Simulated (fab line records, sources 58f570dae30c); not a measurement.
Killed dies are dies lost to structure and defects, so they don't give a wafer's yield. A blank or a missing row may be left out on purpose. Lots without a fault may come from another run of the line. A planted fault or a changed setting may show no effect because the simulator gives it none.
One fault seen from 2 desks | flow berkeley_cmos170 | each desk has only its own numbers; what lay behind them comes last

THE METROLOGY DESK
What the gauges read, lot by lot, whatever tool the lot ran on: means of the sampled wafers that have a number. A lot is out of limits, marked OUT, if its mean lies more than 4 standard deviations from the usual mean; the brackets give that distance.
Columns: A = SCREENOX_OXIDE_THK at UCB170_SCREENOX_THK_MEAS_02, usual 14.4 nm; B = V1_TEOS_THK at UCB170_V1_THK_MEAS_01, usual 1996 nm; C = cd_nm at UCB170_M2_CD_MEAS_15, usual 700.2 nm
lot  | first seen here | A    | B              | C
L830 | day 5 12:51     | 14.9 | 2021           | 699.9
L832 | day 5 12:52     | 14.8 | 2008           | 699.7
L834 | day 6 11:09     | 14.1 | 1997           | 702.7
L837 | day 6 22:43     | 14.5 | 1982           | 699.7
L839 | day 7 12:15     | 13.9 | 2016           | 700.6
L840 | day 7 12:16     | 14.2 | 2022           | 699.1
L841 | day 7 12:19     | 14.4 | 1973           | 701.1
L842 | day 8 01:10     | 14.2 | 1678 (-13) OUT | 698.8
L846 | day 8 17:17     | 14.1 | 1973           | 699.2
L847 | day 8 17:17     | 14.4 | 2003           | 701.7
L848 | day 9 11:34     | 14.5 | 1993           | 698.2
L849 | day 9 11:39     | 14.4 | 2011           | 699.3
L850 | day 9 21:28     | 14.4 | 1973           | 700.1
This desk's finding: out of limits on L842; first on L842, day 10 14:13 (V1_TEOS_THK at UCB170_V1_THK_MEAS_01). In limits: L830, L832, L834, L837, L839, L840, L841, L846, L847, L848, L849, L850.

THE TOOL OWNER'S DESK: pecvd-02
The tool's own readings at UCB170_V1_CVD_00 (deposits SiO2 from TEOS/O2, target thk 2000 nm, time 250 s): means of the sampled wafers that have a number, for each lot that ran on this tool. A lot is out of limits, marked OUT, if its mean lies more than 4 standard deviations from the usual mean; the brackets give that distance.
Columns: A = heater_power_w at UCB170_V1_CVD_00, usual 246 W; B = rf_fwd_power_W at UCB170_V1_CVD_00, usual 548.6 W; C = run_length_s at UCB170_V1_CVD_00, usual 277.8 s
lot  | first seen here | A   | B     | C
L830 | day 7 10:35     | 316 | 547.6 | 278.0
L837 | day 8 22:55     | 306 | 548.7 | 278.1
L840 | day 9 15:22     | 297 | 547.2 | 277.7
L842 | day 10 14:06    | 249 | -     | 235.9 (-97) OUT
This desk's finding: out of limits on L842; first on L842, day 10 14:06 (run_length_s at UCB170_V1_CVD_00). In limits: L830, L837, L840.

PUT TOGETHER
The tool owner's desk could have raised an alarm at day 10 14:06, on L842.
The metrology desk could have raised an alarm at day 10 14:13, on L842.
Of the lots named, all ran UCB170_V1_CVD_00 on pecvd-02.

WHAT THE SIMULATOR HAD PUT IN
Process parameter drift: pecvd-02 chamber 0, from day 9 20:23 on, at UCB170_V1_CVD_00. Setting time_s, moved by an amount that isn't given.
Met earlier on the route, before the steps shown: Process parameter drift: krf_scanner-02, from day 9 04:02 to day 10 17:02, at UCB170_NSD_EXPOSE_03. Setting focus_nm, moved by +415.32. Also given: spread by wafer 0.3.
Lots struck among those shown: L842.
Hours from the fault's start to each desk's first reading out of limits: the tool owner's desk, 18; the metrology desk, 18.
